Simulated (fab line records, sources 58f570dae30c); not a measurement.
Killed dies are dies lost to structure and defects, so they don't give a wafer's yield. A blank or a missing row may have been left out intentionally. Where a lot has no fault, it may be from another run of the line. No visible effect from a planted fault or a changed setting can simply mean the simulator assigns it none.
Which tool is to blame? + flow berkeley-cmos170 + Sampling: 14 lots, 42 wafers, 4 of 331 route steps

## WHAT THE GAUGES SHOWED, per wafer
UCB170_NSD_CD_MEAS_06: target cd 1200 nm. Usual: 1200.1 nm for cd-nm, sd 1.3.
| lot  | measured     | on        | cd-nm (nm)           | flag |
|------|--------------|-----------|----------------------|------|
| L750 | day 7 01:43  | cd-sem-01 | 1198.0 1197.8 1198.9 |      |
| L751 | day 7 02:04  | cd-sem-01 | 1201.3 1201.2 1201.7 |      |
| L755 | day 8 03:45  | cd-sem-02 | 1198.8 1199.8 1199.4 |      |
| L759 | day 8 15:52  | cd-sem-02 | 1198.2 1198.1 1198.7 |      |
| L758 | day 8 15:59  | cd-sem-01 | 1199.4 1200.5 1198.8 |      |
| L760 | day 9 17:44  | cd-sem-02 | 1200.7 1200.8 1200.0 |      |
| L764 | day 9 18:03  | cd-sem-02 | 1201.5 1201.3 1200.4 |      |
| L762 | day 9 18:20  | cd-sem-02 | 1199.4 1200.0 1197.3 |      |
| L766 | day 9 18:52  | cd-sem-02 | 1201.6 1201.6 1200.6 |      |
| L767 | day 10 04:44 | cd-sem-01 | 1198.6 1197.8 1198.6 |      |
| L768 | day 10 04:53 | cd-sem-02 | 1200.6 1201.2 1200.8 |      |
| L770 | day 10 23:14 | cd-sem-02 | 1200.6 1200.4 1199.4 |      |
| L772 | day 11 09:12 | cd-sem-02 | 1201.2 1203.5 1202.1 |      |
| L773 | day 11 20:02 | cd-sem-02 | 1201.3 1199.1 1201.6 |      |

UCB170_M1_OVL_MEAS_10. Usual: M1_OVL -1 nm, standard deviation 5.8.
| lot  | measured     | on         | M1_OVL (nm) | flag |
|------|--------------|------------|-------------|------|
| L750 | day 7 09:54  | overlay-02 | -1 1 0      |      |
| L751 | day 7 11:40  | overlay-02 | -11 -6 -6   |      |
| L755 | day 8 17:39  | overlay-02 | 2 -2 5      |      |
| L759 | day 9 01:18  | overlay-01 | 6 5 10      |      |
| L758 | day 9 03:34  | overlay-01 | -2 9 13     |      |
| L760 | day 10 05:08 | overlay-01 | 4 -4 -2     |      |
| L764 | day 10 04:35 | overlay-01 | 2 5 2       |      |
| L762 | day 10 05:49 | overlay-02 | -9 7 -3     |      |
| L766 | day 10 06:05 | overlay-01 | -9 -1 12    |      |
| L767 | day 10 19:28 | overlay-01 | 3 3 6       |      |
| L768 | day 10 18:44 | overlay-01 | -3 -2 -1    |      |
| L770 | day 11 07:31 | overlay-01 | -2 5 2      |      |
| L772 | day 11 17:16 | overlay-02 | -9 -1 -4    |      |
| L773 | day 12 08:02 | overlay-01 | -5 -4 -8    |      |

UCB170_V1_CD_MEAS_90: target cd 700 nm. Usual: 699.6 nm for cd-nm, sd 1.6.
| lot  | measured     | on        | cd-nm (nm)        | flag |
|------|--------------|-----------|-------------------|------|
| L750 | day 7 16:25  | cd-sem-01 | 699.3 700.1 701.4 |      |
| L751 | day 7 19:14  | cd-sem-01 | 700.5 698.8 699.4 |      |
| L755 | day 9 01:52  | cd-sem-01 | 701.8 700.4 702.9 |      |
| L759 | day 9 07:19  | cd-sem-01 | 702.3 701.3 703.3 |      |
| L758 | day 9 10:28  | cd-sem-01 | 698.2 699.6 696.6 |      |
| L760 | day 10 11:49 | cd-sem-01 | 698.3 696.7 697.8 |      |
| L764 | day 10 11:17 | cd-sem-01 | 698.9 698.4 698.6 |      |
| L762 | day 10 11:53 | cd-sem-02 | 698.3 700.3 699.7 |      |
| L766 | day 10 11:35 | cd-sem-01 | 698.5 699.1 698.4 |      |
| L767 | day 11 03:02 | cd-sem-01 | 700.4 701.2 700.3 |      |
| L768 | day 11 00:44 | cd-sem-01 | 698.8 699.7 698.7 |      |
| L770 | day 11 17:47 | cd-sem-02 | 701.1 703.2 700.5 |      |
| L772 | day 12 00:54 | cd-sem-01 | 700.1 697.8 699.2 |      |
| L773 | day 12 18:07 | cd-sem-02 | 702.3 701.8 702.6 |      |

## WHICH TOOL RAN EACH LOT (tool, then ch and the chambers of the sampled wafers, then the start)
| lot  | UCB170_M1_STRIP_13                   |
|------|--------------------------------------|
| L750 | plasma-asher-03 ch 0, day 7 10:07    |
| L751 | plasma-asher-02 ch 0,1, day 7 11:52  |
| L755 | plasma-asher-02 ch 0,1, day 8 17:52  |
| L759 | plasma-asher-03 ch 0, day 9 01:32    |
| L758 | plasma-asher-03 ch 0,1, day 9 03:48  |
| L760 | plasma-asher-02 ch 0,1, day 10 05:22 |
| L764 | plasma-asher-01 ch 0,1, day 10 04:55 |
| L762 | plasma-asher-02 ch 0,1, day 10 06:10 |
| L766 | plasma-asher-01 ch 0,1, day 10 06:17 |
| L767 | plasma-asher-02 ch 0,1, day 10 19:40 |
| L768 | plasma-asher-01 ch 0,1, day 10 18:58 |
| L770 | plasma-asher-02 ch 0, day 11 07:43   |
| L772 | plasma-asher-03 ch 0,1, day 11 17:37 |
| L773 | plasma-asher-03 ch 0,1, day 12 08:14 |
- UCB170_M1_STRIP_13: strips in O2.

## WHAT THE TOOLS THEMSELVES READ (means of the sampled wafers that have a number; where no wafer has one, the mark that the record gives instead)
UCB170_M1_STRIP_13. Usual: drypump-motor-current-A 5.9 A, standard deviation 0.31; o2-flow-sccm 399.9 sccm, standard deviation 1.3; oes-product-au 0.720 a.u., standard deviation 0.005.
| lot  | tool            | drypump-motor-current-A (A) | o2-flow-sccm (sccm) | oes-product-au (a.u.) | flag |
|------|-----------------|-----------------------------|---------------------|-----------------------|------|
| L750 | plasma-asher-03 | 6.1                         | 400.7               | 0.722                 |      |
| L751 | plasma-asher-02 | 6.0                         | 398.7               | 0.725                 |      |
| L755 | plasma-asher-02 | 6.0                         | 400.1               | 0.719                 |      |
| L759 | plasma-asher-03 | 6.1                         | 479.2               | 0.732                 | OFF  |
| L758 | plasma-asher-03 | 6.1                         | 479.5               | 0.732                 | OFF  |
| L760 | plasma-asher-02 | 5.7                         | 399.9               | 0.720                 |      |
| L764 | plasma-asher-01 | 5.7                         | 398.5               | 0.718                 |      |
| L762 | plasma-asher-02 | 6.0                         | 399.7               | 0.720                 |      |
| L766 | plasma-asher-01 | 5.8                         | 400.7               | 0.721                 |      |
| L767 | plasma-asher-02 | 6.0                         | 401.5               | 0.721                 |      |
| L768 | plasma-asher-01 | 5.7                         | 398.2               | 0.719                 |      |
| L770 | plasma-asher-02 | 5.5                         | 400.1               | 0.720                 |      |
| L772 | plasma-asher-03 | 6.2                         | 400.3               | 0.724                 |      |
| L773 | plasma-asher-03 | 6.2                         | 400.1               | 0.721                 |      |

## THE ANSWER, worked out from the rows above alone
Rule: lot off if the mean of its wafers having a number is beyond 3 standard deviations from the usual mean. Also off: a lot with no number at a reading for which 4 or more lots have one. Any other lot the step has rows for is counted as sound. Order of review: gauges by route order, followed by the tools' own readings, for which a lot's mean as printed above is used. At the first step where some lot is off, the reading lying furthest off is the one used; lots without a number count as furthest.
Off: L759, L758, at UCB170_M1_STRIP_13 (o2-flow-sccm).
A tool fits if, at that step or a process step before it, it ran every lot that is off, and no sound lot after the first of them. Of those tried, none fits.

## WHAT THE SIMULATOR PUT IN
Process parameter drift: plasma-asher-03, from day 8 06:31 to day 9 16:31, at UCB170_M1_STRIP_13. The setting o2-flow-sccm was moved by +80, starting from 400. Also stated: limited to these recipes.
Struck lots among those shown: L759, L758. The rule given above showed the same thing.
